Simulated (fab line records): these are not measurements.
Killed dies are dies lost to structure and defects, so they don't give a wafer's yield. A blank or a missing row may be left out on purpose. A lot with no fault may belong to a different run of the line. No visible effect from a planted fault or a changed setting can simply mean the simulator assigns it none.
What tool caused it? + flow rit_cmos + at 1 step of a route of 202, 15 lots with 45 wafers sampled

WHAT EACH GAUGE READ, for each wafer
The record holds no reading of a measuring or inspecting step that can be judged against a usual standard deviation.

TOOL THAT RAN EACH LOT (tool first, then ch and the chambers of the sampled wafers, then the start)
| lot  | RIT_CONTACT_DEVELOP_07           |
|------|----------------------------------|
| L869 | litho_track-04 ch 0, day 3 13:00 |
| L870 | litho_track-03 ch 0, day 3 18:00 |
| L871 | litho_track-03, day 3 22:00      |
| L872 | litho_track-03, day 4 05:00      |
| L873 | litho_track-03, day 4 10:00      |
| L879 | litho_track-02 ch 0, day 5 15:00 |
| L880 | litho_track-04 ch 0, day 5 20:00 |
| L881 | litho_track-03 ch 0, day 5 22:00 |
| L882 | litho_track-04 ch 0, day 6 05:00 |
| L884 | litho_track-02 ch 0, day 6 13:00 |
| L885 | litho_track-03 ch 0, day 6 19:00 |
| L887 | litho_track-03 ch 0, day 7 04:00 |
| L888 | litho_track-03 ch 0, day 7 09:00 |
| L890 | litho_track-03 ch 0, day 7 22:00 |
| L891 | litho_track-04 ch 0, day 7 23:00 |
- RIT_CONTACT_DEVELOP_07: develop time 125.5 s.

WHAT THE TOOLS THEMSELVES READ (means of the sampled wafers that have a number; where no wafer has one, the mark that the record gives instead)
RIT_CONTACT_DEVELOP_07. Usual: chill_plate_temp_C reads 23.04 C (standard deviation 0.11).
| lot  | tool           | chill_plate_temp_C (C) | flag |
|------|----------------|------------------------|------|
| L869 | litho_track-04 | 23.23                  |      |
| L870 | litho_track-03 | 23.01                  |      |
| L871 | litho_track-03 | -                      | OFF  |
| L872 | litho_track-03 | -                      | OFF  |
| L873 | litho_track-03 | -                      | OFF  |
| L879 | litho_track-02 | 23.05                  |      |
| L880 | litho_track-04 | 23.03                  |      |
| L881 | litho_track-03 | 23.05                  |      |
| L882 | litho_track-04 | 23.11                  |      |
| L884 | litho_track-02 | 23.06                  |      |
| L885 | litho_track-03 | 23.01                  |      |
| L887 | litho_track-03 | 23.04                  |      |
| L888 | litho_track-03 | 23.04                  |      |
| L890 | litho_track-03 | 23.03                  |      |
| L891 | litho_track-04 | 23.03                  |      |

THE ANSWER, worked out from the rows above alone
Rule: a lot is off if the mean of its wafers that have a number lies more than 3 standard deviations from the usual mean. A lot without any number at a reading at which 4 lots or more have one is off too. Where the step has rows for the other lots, those lots are counted as sound. The gauges are gone through in route order, then the tools' own readings, and for those a lot's mean is taken as printed above. At the first step where some lot is off, the reading lying furthest off is the one used; lots without a number count as furthest.
Off, at RIT_CONTACT_DEVELOP_07 on chill_plate_temp_C: L871, L872, L873. Without a number there: L871, L872, L873.
If a tool, at that step or one of the process steps before it, ran each lot that is off and ran no sound lot following the first of them, it fits. Of those tried, none fits.

WHAT THE SIMULATOR PUT IN
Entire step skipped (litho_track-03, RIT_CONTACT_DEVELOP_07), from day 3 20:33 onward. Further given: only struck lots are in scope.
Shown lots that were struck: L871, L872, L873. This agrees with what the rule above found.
